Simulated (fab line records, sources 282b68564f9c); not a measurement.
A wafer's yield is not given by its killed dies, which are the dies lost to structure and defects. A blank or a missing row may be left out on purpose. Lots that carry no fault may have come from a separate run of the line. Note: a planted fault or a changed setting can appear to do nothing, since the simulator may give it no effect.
Which tool was responsible?	flow ritCmos	14 lots with 42 wafers sampled at 2 steps, on a route of 202 steps

WHAT EACH GAUGE READ, for each wafer
RIT_SPACER_THK_MEAS_04.
lot	measured	on	SPACER_NITRIDE_THK (nm)
L663	day 3 04:11	filmMetro-03	247.5 246.5 245.5
L664	day 3 09:35	filmMetro-03	251.8 252.5 253.1
L665	day 3 17:27	filmMetro-04	251.3 252.1 251.1
L666	day 3 21:57	filmMetro-03	253.2 254.5 250.4
L667	day 4 02:32	filmMetro-04	245.4 247.0 246.2
L668	day 4 04:41	filmMetro-01	252.4 251.9 251.8
L669	day 4 08:56	filmMetro-04	248.5 247.2 249.2
L673	day 5 00:48	filmMetro-03	249.4 249.3 250.1
L674	day 5 06:05	filmMetro-04	329.6 331.7 331.5
L675	day 5 11:19	filmMetro-01	330.8 330.5 333.0
L681	day 6 17:09	filmMetro-04	250.5 250.6 253.2
L683	day 7 02:32	filmMetro-01	249.6 250.2 250.2
L684	day 7 05:53	filmMetro-04	252.5 253.3 253.0
L686	day 7 16:28	filmMetro-01	250.2 250.3 249.2

WHAT TOOL EACH LOT RAN ON (gives the tool, then ch and the chambers of the sampled wafers, and finally the start)
lot	RIT_SPACER_CVD_03
L663	lpcvd-02 ch 0, day 3 02:16
L664	lpcvd-01 ch 0, day 3 07:40
L665	lpcvd-02 ch 0, day 3 15:32
L666	lpcvd-01 ch 0, day 3 20:01
L667	lpcvd-01 ch 1, day 4 00:37
L668	lpcvd-02 ch 1, day 4 02:46
L669	lpcvd-01 ch 0, day 4 07:01
L673	lpcvd-02 ch 1, day 4 22:52
L674	lpcvd-01 ch 1, day 5 04:08
L675	lpcvd-01 ch 1, day 5 09:24
L681	lpcvd-02 ch 1, day 6 14:17
L683	lpcvd-02 ch 0, day 7 00:38
L684	lpcvd-02 ch 0, day 7 03:58
L686	lpcvd-02 ch 1, day 7 14:32
- RIT_SPACER_CVD_03: deposits Si3N4 from SiH2Cl2/NH3, target thk 250 nm, time 3300 s.

AS READ BY THE TOOLS THEMSELVES (means over the sampled wafers that have a number; for cases with no such wafer, the mark the record gives instead)
RIT_SPACER_CVD_03.
lot	tool	spikeTcCentreC (C)	spikeTcLoadC (C)	spikeTcSourceC (C)	susceptorTempC (C)
L663	lpcvd-02	812.1	838.4	836.9	810.4
L664	lpcvd-01	812.3	835.0	830.1	810.7
L665	lpcvd-02	812.5	837.8	836.5	810.0
L666	lpcvd-01	812.4	836.0	831.1	810.7
L667	lpcvd-01	813.5	835.1	836.9	810.4
L668	lpcvd-02	812.4	834.2	832.5	809.4
L669	lpcvd-01	811.9	835.4	830.6	810.0
L673	lpcvd-02	813.0	833.3	831.9	810.3
L674	lpcvd-01	830.3	850.6	852.2	825.9
L675	lpcvd-01	830.2	849.7	851.6	825.9
L681	lpcvd-02	811.8	834.0	831.9	809.9
L683	lpcvd-02	811.9	837.4	836.1	809.5
L684	lpcvd-02	811.2	837.4	836.9	809.9
L686	lpcvd-02	812.7	832.8	832.5	809.8

THE ANSWER, worked out from the rows above alone
Rule: the lots themselves supply what counts as usual. The widest of any qualifying gaps counts: lots, ordered by their means at a reading, are off when they make up no more than a third of the lots, leave a main group of 4 or more, and stand apart from it by 3 or more times the standard deviation of that group's means. Not used: any main group whose means are identical at the precision the tables above print for the reading. A lot without any number at a reading at which 4 lots or more have one is off too. Where the step has rows for the other lots, those lots are counted as sound. First the gauges in route order, then the tools' own readings, where a lot's mean is used as printed above. The first step at which some lot is off is used, and at that step the reading that is off furthest; a lot without a number counts as furthest.
Off: L674, L675, seen at RIT_SPACER_THK_MEAS_04 (SPACER_NITRIDE_THK). The main group: mean 250.3 nm, standard deviation 2.2.
A tool fits if, at a process step before that reading, it ran every lot that is off, and no sound lot after the first of them. The gauges at RIT_SPACER_THK_MEAS_04 aren't tried: what is off there is off at RIT_SPACER_CVD_03 too, on other tools, and a gauge's error can't cause that. One fits: lpcvd-01 at RIT_SPACER_CVD_03. A fault onset in the window from L669 (day 4 07:01, its last sound lot) to L674 (day 5 04:08, its first lot off) fits.
The tool's own readings at RIT_SPACER_CVD_03 bear it out: on the lots that are off they differ by more than 5 times the standard deviation of the sound lots' means. spikeTcCentreC reads 830.2 C there against 812.3 C on the sound lots; spikeTcLoadC reads 850.2 C there against 835.6 C on the sound lots; spikeTcSourceC reads 851.9 C there against 833.7 C on the sound lots; susceptorTempC reads 825.9 C there against 810.1 C on the sound lots.

WHAT THE SIMULATOR HAD INSERTED
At RIT_SPACER_CVD_03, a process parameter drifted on lpcvd-01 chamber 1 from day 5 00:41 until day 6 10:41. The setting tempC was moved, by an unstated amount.
Lots struck among those shown: L674, L675. The rule given above showed the same thing.
